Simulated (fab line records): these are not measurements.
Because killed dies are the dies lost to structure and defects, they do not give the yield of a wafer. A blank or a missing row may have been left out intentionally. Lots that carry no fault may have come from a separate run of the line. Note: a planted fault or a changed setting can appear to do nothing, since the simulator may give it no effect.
Split-lot trial :: flow berkeleyCmos170 :: on a route of 331 steps: 5 lots, 23 wafers read

THE SPLIT
At UCB170_PSD_IMPLANT_08, the setting doseCm2 was moved away from the recipe's 3e+15 on 8 of the 23 wafers read, by -7.2% to +4.8%. All remaining wafers had this setting at the recipe value.

FROM THE SPLIT TO THE READING: what the file shows between them, 7 steps
- UCB170_PSD_STRIP_09: strips in O2
- UCB170_PSD_TW_MEAS_10
- UCB170_BACKSIDE_SOFTBAKE_02: time 60 s (also split here: tempC)
- UCB170_BACKSIDE_STRIP_03: strips in O2
- UCB170_BACKSIDE_CLEAN_04: cleans in SPM, time 600 s
- UCB170_SDANNEAL_RTA_00: time 10 s
- UCB170_SDANNEAL_RTA_01: time 5 s

THE READING
PSD_RS in ohm/sq, measured at UCB170_SDANNEAL_RS_MEAS_02 by four-point-probe. Typical for fault-free wafers on this fab line: 75.5 ohm/sq, with standard deviation 0.38 ohm/sq.

wafer: L074.2
tool, chamber at the split: implanter-04, 0
doseCm2 as run: 3e+15
against the recipe: recipe
PSD_RS, ohm/sq: 75.9
against lot-mates on the recipe: -

wafer: L074.3
tool, chamber at the split: implanter-04, 0
doseCm2 as run: 3e+15
against the recipe: recipe
PSD_RS, ohm/sq: 76.1
against lot-mates on the recipe: -

wafer: L074.4
tool, chamber at the split: implanter-04, 0
doseCm2 as run: 3.143e+15
against the recipe: +4.8%
PSD_RS, ohm/sq: 73.3
against lot-mates on the recipe: -2.7

wafer: L074.5
tool, chamber at the split: implanter-04, 0
doseCm2 as run: 3.143e+15
against the recipe: +4.8%
PSD_RS, ohm/sq: 73.2
against lot-mates on the recipe: -2.8

wafer: L074.6
tool, chamber at the split: implanter-04, 0
doseCm2 as run: 3.143e+15
against the recipe: +4.8%
PSD_RS, ohm/sq: 73.2
against lot-mates on the recipe: -2.8

wafer: L075.1
tool, chamber at the split: implanter-02, 0
doseCm2 as run: 3e+15
against the recipe: recipe
PSD_RS, ohm/sq: 74.8
against lot-mates on the recipe: -

wafer: L075.2
tool, chamber at the split: implanter-02, 0
doseCm2 as run: 3e+15
against the recipe: recipe
PSD_RS, ohm/sq: 74.9
against lot-mates on the recipe: -

wafer: L075.4
tool, chamber at the split: implanter-02, 0
doseCm2 as run: 3e+15
against the recipe: recipe
PSD_RS, ohm/sq: 74.7
against lot-mates on the recipe: -

wafer: L075.5
tool, chamber at the split: implanter-02, 0
doseCm2 as run: 3e+15
against the recipe: recipe
PSD_RS, ohm/sq: 74.6
against lot-mates on the recipe: -

wafer: L075.6
tool, chamber at the split: implanter-02, 0
doseCm2 as run: 3e+15
against the recipe: recipe
PSD_RS, ohm/sq: 75.0
against lot-mates on the recipe: -

wafer: L076.2
tool, chamber at the split: implanter-04, 0
doseCm2 as run: 3e+15
against the recipe: recipe
PSD_RS, ohm/sq: 75.4
against lot-mates on the recipe: -

wafer: L076.3
tool, chamber at the split: implanter-04, 0
doseCm2 as run: 3e+15
against the recipe: recipe
PSD_RS, ohm/sq: 75.3
against lot-mates on the recipe: -

wafer: L076.4
tool, chamber at the split: implanter-04, 0
doseCm2 as run: 3e+15
against the recipe: recipe
PSD_RS, ohm/sq: 75.4
against lot-mates on the recipe: -

wafer: L077.1
tool, chamber at the split: implanter-01, 0
doseCm2 as run: 2.871e+15
against the recipe: -4.3%
PSD_RS, ohm/sq: 77.8
against lot-mates on the recipe: +2.8

wafer: L077.2
tool, chamber at the split: implanter-01, 0
doseCm2 as run: 2.871e+15
against the recipe: -4.3%
PSD_RS, ohm/sq: 77.6
against lot-mates on the recipe: +2.6

wafer: L077.3
tool, chamber at the split: implanter-01, 0
doseCm2 as run: 3e+15
against the recipe: recipe
PSD_RS, ohm/sq: 74.9
against lot-mates on the recipe: -

wafer: L077.4
tool, chamber at the split: implanter-01, 0
doseCm2 as run: 3e+15
against the recipe: recipe
PSD_RS, ohm/sq: 75.1
against lot-mates on the recipe: -

wafer: L077.6
tool, chamber at the split: implanter-01, 0
doseCm2 as run: 2.871e+15
against the recipe: -4.3%
PSD_RS, ohm/sq: 77.5
against lot-mates on the recipe: +2.5

wafer: L085.1
tool, chamber at the split: implanter-01, 0
doseCm2 as run: 2.785e+15
against the recipe: -7.2%
PSD_RS, ohm/sq: 79.5
against lot-mates on the recipe: +3.8

wafer: L085.2
tool, chamber at the split: implanter-01, 0
doseCm2 as run: 3e+15
against the recipe: recipe
PSD_RS, ohm/sq: 75.6
against lot-mates on the recipe: -

wafer: L085.3
tool, chamber at the split: implanter-01, 0
doseCm2 as run: 2.785e+15
against the recipe: -7.2%
PSD_RS, ohm/sq: 80.1
against lot-mates on the recipe: +4.4

wafer: L085.4
tool, chamber at the split: implanter-01, 0
doseCm2 as run: 3e+15
against the recipe: recipe
PSD_RS, ohm/sq: 75.9
against lot-mates on the recipe: -

wafer: L085.6
tool, chamber at the split: implanter-01, 0
doseCm2 as run: 3e+15
against the recipe: recipe
PSD_RS, ohm/sq: 75.6
against lot-mates on the recipe: -

FIT RESULTS
A straight line over all 23 wafers: PSD_RS changes by -0.542 ohm/sq for each +1% of doseCm2; r = -0.97; the points scatter about the line by 0.47 ohm/sq.
The same after taking each lot's own level away (the mean of its wafers on the recipe; 23 wafers): -0.584 ohm/sq for each +1%; r = -1.00; scatter 0.15 ohm/sq.
The reading moves by 4.2 ohm/sq for the largest change in doseCm2, on that fit.
The lots' own levels span 74.80 to 76.00 ohm/sq, that is 3.2 times the standard deviation above.
Consequently the slope shifts little with the lot-to-lot level, the two slopes agreeing.
Check: with one of the wafers moved furthest among these (-7.2%) left out of the fit, the line predicts +4.32 ohm/sq for it against its lot-mates. It came out at +3.8 ohm/sq against them.

THE OTHER SPLITS THESE WAFERS WENT THROUGH
These wafers also went through other splits before the reading. Each is held against what the fit with the lots' levels taken away leaves over:
other split on the same wafers: UCB170_NLDD_IMPLANT_08 energyKev
wafers away from the commonest value: 10
r with PSD_RS (lot level and that fit taken away): -0.14

other split on the same wafers: UCB170_BACKSIDE_SOFTBAKE_02 tempC
wafers away from the commonest value: 7
r with PSD_RS (lot level and that fit taken away): +0.34

THE WHOLE CHAIN: every reading that the file lists as answering this split, in the file's order
step: UCB170_PSD_STRIP_09
what it does: strips in O2
reading: stripTimeToEndpointS
change (the file's fit): withheld for each +1% of the setting
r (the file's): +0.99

step: UCB170_PSD_TW_MEAS_10
what it does: 
reading: PSD_TW
change (the file's fit): +7.74 for each +1% of the setting
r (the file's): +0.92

step: UCB170_SDANNEAL_RS_MEAS_02
what it does: measures by four-point-probe
reading: PSD_RS
change (the file's fit): -0.581 for each +1% of the setting
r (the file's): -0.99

THE FILE'S OWN FIT
PSD_RS changes by -0.581 ohm/sq for each +1% of doseCm2, r = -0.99.
